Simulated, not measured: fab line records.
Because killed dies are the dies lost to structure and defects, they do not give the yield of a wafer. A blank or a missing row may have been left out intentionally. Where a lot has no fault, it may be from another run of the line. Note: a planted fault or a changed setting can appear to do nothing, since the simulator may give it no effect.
A single fault, viewed from 2 desks || flow berkeleyCmos170 || each desk holds nothing but its own numbers, with what lay behind them at the end

== THE TOOL OWNER'S DESK: lpcvd-01 ==
The tool's own readings at UCB170_GATE_CVD_04 (deposits poly-Si from SiH4, time 1440 s, target thk 214 nm): means of the sampled wafers that have a number, for each lot that ran on this tool. Marked OUT: a lot whose mean sits more than 4 standard deviations from the usual mean, which makes it out of limits; the brackets give that distance.
Columns: A = spikeTcSourceC at UCB170_GATE_CVD_04, usual 629 C
{"lot": "L702", "first seen here": "day 7 17:53", "A": 632}
{"lot": "L703", "first seen here": "day 7 17:53", "A": 626}
{"lot": "L706", "first seen here": "day 8 12:34", "A": 626}
{"lot": "L707", "first seen here": "day 8 12:34", "A": 626}
{"lot": "L708", "first seen here": "day 8 12:34", "A": 626}
{"lot": "L709", "first seen here": "day 8 12:34", "A": 625}
{"lot": "L716", "first seen here": "day 11 01:45", "A": 632}
{"lot": "L717", "first seen here": "day 11 01:45", "A": 632}
{"lot": "L719", "first seen here": "day 11 19:11", "A": 632}
{"lot": "L720", "first seen here": "day 11 19:11", "A": 627}
{"lot": "L721", "first seen here": "day 11 19:11", "A": 633}
Result from this desk: across the 11 lots, nothing is out of limits.

== AT THE METROLOGY DESK ==
What the gauges read, lot by lot, whatever tool the lot ran on: means of the sampled wafers that have a number. Marked OUT: a lot whose mean sits more than 4 standard deviations from the usual mean, which makes it out of limits; the brackets give that distance.
Columns: A = NVT_OVL at UCB170_NVT_OVL_MEAS_06, usual 3 nm; B = GATE_POLY_THK at UCB170_GATE_THK_MEAS_05, usual 214.1 nm; C = cdNm at UCB170_GATE_CD_MEAS_12, usual 350.0 nm
{"lot": "L699", "first seen here": "day 6 12:14", "A": 4, "B": 216.5, "C": 350.1}
{"lot": "L700", "first seen here": "day 6 12:22", "A": 6, "B": 214.5, "C": 349.9}
{"lot": "L702", "first seen here": "day 7 02:20", "A": -4, "B": 210.6, "C": 351.0}
{"lot": "L703", "first seen here": "day 7 02:38", "A": -4, "B": 211.6, "C": 349.9}
{"lot": "L705", "first seen here": "day 7 14:42", "A": 12, "B": 216.4, "C": 349.2}
{"lot": "L708", "first seen here": "day 7 22:50", "A": 3, "B": "123.7 (-43) OUT", "C": 351.5}
{"lot": "L709", "first seen here": "day 7 23:06", "A": -3, "B": "121.3 (-44) OUT", "C": 349.9}
{"lot": "L706", "first seen here": "day 7 23:08", "A": -0, "B": "122.5 (-44) OUT", "C": 348.1}
{"lot": "L707", "first seen here": "day 7 23:22", "A": -2, "B": "121.2 (-44) OUT", "C": 351.7}
{"lot": "L713", "first seen here": "day 9 10:43", "A": 2, "B": 215.5, "C": 349.6}
{"lot": "L716", "first seen here": "day 10 10:57", "A": 3, "B": 214.3, "C": 350.5}
{"lot": "L717", "first seen here": "day 10 11:19", "A": 5, "B": 212.7, "C": 349.2}
{"lot": "L720", "first seen here": "day 11 00:53", "A": 11, "B": 213.1, "C": 349.2}
{"lot": "L721", "first seen here": "day 11 01:03", "A": 2, "B": 216.0, "C": 348.8}
{"lot": "L719", "first seen here": "day 11 01:09", "A": 6, "B": 210.4, "C": 350.7}
{"lot": "L722", "first seen here": "day 11 12:59", "A": -6, "B": 214.6, "C": 350.5}
This desk finds L706, L707, L708, L709 out of limits, with the earliest case on L708 at day 8 14:41 (GATE_POLY_THK at UCB170_GATE_THK_MEAS_05). Within limits: L699, L700, L702, L703, L705, L713, L716, L717, L720, L721, L719, L722.

== ALL TOGETHER ==
L706, L707, L708, L709 would have let the metrology desk raise an alarm at day 8 14:41.
The tool owner's desk saw nothing out of limits.
The tool owner's desk has L706, L707, L708, L709 on record, within its limits.
Every lot named ran UCB170_GATE_CVD_04 on lpcvd-01.

== WHAT THE SIMULATOR PUT IN ==
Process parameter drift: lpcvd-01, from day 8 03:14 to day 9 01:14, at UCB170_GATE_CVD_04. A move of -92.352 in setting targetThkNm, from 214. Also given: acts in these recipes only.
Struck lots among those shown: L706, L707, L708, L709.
Hours from the fault's start to each desk's first reading out of limits: the metrology desk, 11.
